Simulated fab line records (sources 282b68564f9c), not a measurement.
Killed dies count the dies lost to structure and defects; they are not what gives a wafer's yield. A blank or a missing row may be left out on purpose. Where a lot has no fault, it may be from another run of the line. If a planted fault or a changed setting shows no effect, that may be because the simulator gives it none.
Commonality check across tools :: flow rit-cmos :: 14 lots, 48 wafers sampled

REASON IT WAS OPENED
2 of 14 lots carry a flag on the reading PSD_RS at RIT_SDANNEAL_RS_MEAS_04. Fault-free wafers read 115.87 ohm/sq, with a standard deviation of 0.26.
Rule: flag the lot when none of its wafers has a number, or when each of its wafers that has one lies beyond 4 standard deviations from that mean. All remaining lots are regarded as sound.

lot: L439
measured: day 3 05:40
on: film-metro-03
PSD_RS (ohm/sq), wafer by wafer: 115.60 116.21 116.16
flag: 

lot: L441
measured: day 3 14:13
on: film-metro-02
PSD_RS (ohm/sq), wafer by wafer: 115.79 115.59 115.91
flag: 

lot: L442
measured: day 3 21:07
on: film-metro-01
PSD_RS (ohm/sq), wafer by wafer: 115.93 115.70 116.04
flag: 

lot: L443
measured: day 4 01:06
on: film-metro-03
PSD_RS (ohm/sq), wafer by wafer: 116.24 115.89 116.10
flag: 

lot: L445
measured: day 4 07:55
on: film-metro-03
PSD_RS (ohm/sq), wafer by wafer: 115.48 115.48 115.59
flag: 

lot: L446
measured: day 4 16:41
on: film-metro-01
PSD_RS (ohm/sq), wafer by wafer: 115.87 115.71 115.87
flag: 

lot: L447
measured: day 4 18:25
on: film-metro-02
PSD_RS (ohm/sq), wafer by wafer: 116.26 115.96 115.99
flag: 

lot: L448
measured: day 5 01:01
on: film-metro-02
PSD_RS (ohm/sq), wafer by wafer: 115.73 115.83 116.09
flag: 

lot: L449
measured: day 5 08:44
on: film-metro-01
PSD_RS (ohm/sq), wafer by wafer: 116.04 116.21 115.98
flag: 

lot: L450
measured: day 5 09:53
on: film-metro-01
PSD_RS (ohm/sq), wafer by wafer: 115.46 115.28 115.72
flag: 

lot: L451
measured: day 5 13:52
on: film-metro-01
PSD_RS (ohm/sq), wafer by wafer: 115.92 115.63 115.67
flag: 

lot: L452
measured: day 5 19:08
on: film-metro-01
PSD_RS (ohm/sq), wafer by wafer: 116.22 115.78 115.69
flag: 

lot: L460
measured: day 7 12:44
on: film-metro-02
PSD_RS (ohm/sq), wafer by wafer: 113.45 113.61 113.31 113.55 113.75 113.65
flag: FLAGGED

lot: L461
measured: day 7 18:07
on: film-metro-03
PSD_RS (ohm/sq), wafer by wafer: 113.09 113.47 113.79 113.40 113.12 113.71
flag: FLAGGED
The numbers of the flagged lots are 113.49 ohm/sq on average: -2.38 ohm/sq against the usual, or -9 standard deviations.

LOT BY LOT: THE TOOL USED
The record keeps 1 process step preceding the reading, out of 202 steps on the route. Cell contents, in order: the tool; ch with the chambers the sampled wafers went through; the start.
lot: L439
flag: 
RIT_PSD_IMPLANT_08: implanter-01 ch 0, day 3 04:49

lot: L441
flag: 
RIT_PSD_IMPLANT_08: implanter-03 ch 0, day 3 13:24

lot: L442
flag: 
RIT_PSD_IMPLANT_08: implanter-03 ch 0, day 3 20:17

lot: L443
flag: 
RIT_PSD_IMPLANT_08: implanter-01 ch 0, day 4 00:17

lot: L445
flag: 
RIT_PSD_IMPLANT_08: implanter-03 ch 0, day 4 07:07

lot: L446
flag: 
RIT_PSD_IMPLANT_08: implanter-01 ch 0, day 4 15:52

lot: L447
flag: 
RIT_PSD_IMPLANT_08: implanter-01 ch 0, day 4 17:35

lot: L448
flag: 
RIT_PSD_IMPLANT_08: implanter-01 ch 0, day 5 00:13

lot: L449
flag: 
RIT_PSD_IMPLANT_08: implanter-03 ch 0, day 5 07:56

lot: L450
flag: 
RIT_PSD_IMPLANT_08: implanter-02 ch 0, day 5 09:04

lot: L451
flag: 
RIT_PSD_IMPLANT_08: implanter-02 ch 0, day 5 13:03

lot: L452
flag: 
RIT_PSD_IMPLANT_08: implanter-02 ch 0, day 5 18:19

lot: L460
flag: FLAGGED
RIT_PSD_IMPLANT_08: implanter-03 ch 0, day 7 11:53

lot: L461
flag: FLAGGED
RIT_PSD_IMPLANT_08: implanter-03 ch 0, day 7 17:04
These steps, and what they do:
- RIT_PSD_IMPLANT_08
- RIT_SDANNEAL_RS_MEAS_04: measures by four-point-probe.

FLAGGED OVER TOTAL, TOOL BY TOOL (the gauges that took the reading come last)
step: RIT_PSD_IMPLANT_08
tool: implanter-01
lots run: 5
flagged: 0
share of the flagged lots: none
sound lots run after its first flagged lot: -

step: RIT_PSD_IMPLANT_08
tool: implanter-02
lots run: 3
flagged: 0
share of the flagged lots: none
sound lots run after its first flagged lot: -

step: RIT_PSD_IMPLANT_08
tool: implanter-03
lots run: 6
flagged: 2
share of the flagged lots: all
sound lots run after its first flagged lot: 0

step: RIT_SDANNEAL_RS_MEAS_04
tool: film-metro-01
lots run: 6
flagged: 0
share of the flagged lots: none
sound lots run after its first flagged lot: -

step: RIT_SDANNEAL_RS_MEAS_04
tool: film-metro-02
lots run: 4
flagged: 1
share of the flagged lots: some
sound lots run after its first flagged lot: 0

step: RIT_SDANNEAL_RS_MEAS_04
tool: film-metro-03
lots run: 4
flagged: 1
share of the flagged lots: some
sound lots run after its first flagged lot: 0

WHAT THE TABLE ALLOWS
1 row of the table ran every flagged lot: implanter-03 at RIT_PSD_IMPLANT_08.
- implanter-03 at RIT_PSD_IMPLANT_08 ran 6 lots, 2 of them flagged. It ran its last sound lot, L449, at day 5 07:56 and its first flagged lot, L460, at day 7 11:53: a fault with its onset between the two fits. Its own readings (beam-on-s, dose-ions-cm2) fall more than 4 standard deviations out on all wafers of the flagged lots.
Just one tool remains: implanter-03 at RIT_PSD_IMPLANT_08.

WHAT THE SIMULATOR PUT IN
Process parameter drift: implanter-03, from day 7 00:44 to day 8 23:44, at RIT_PSD_IMPLANT_08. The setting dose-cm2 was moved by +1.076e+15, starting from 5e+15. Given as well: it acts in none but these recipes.
Shown lots that were struck: L460, L461. The rule above found the same.
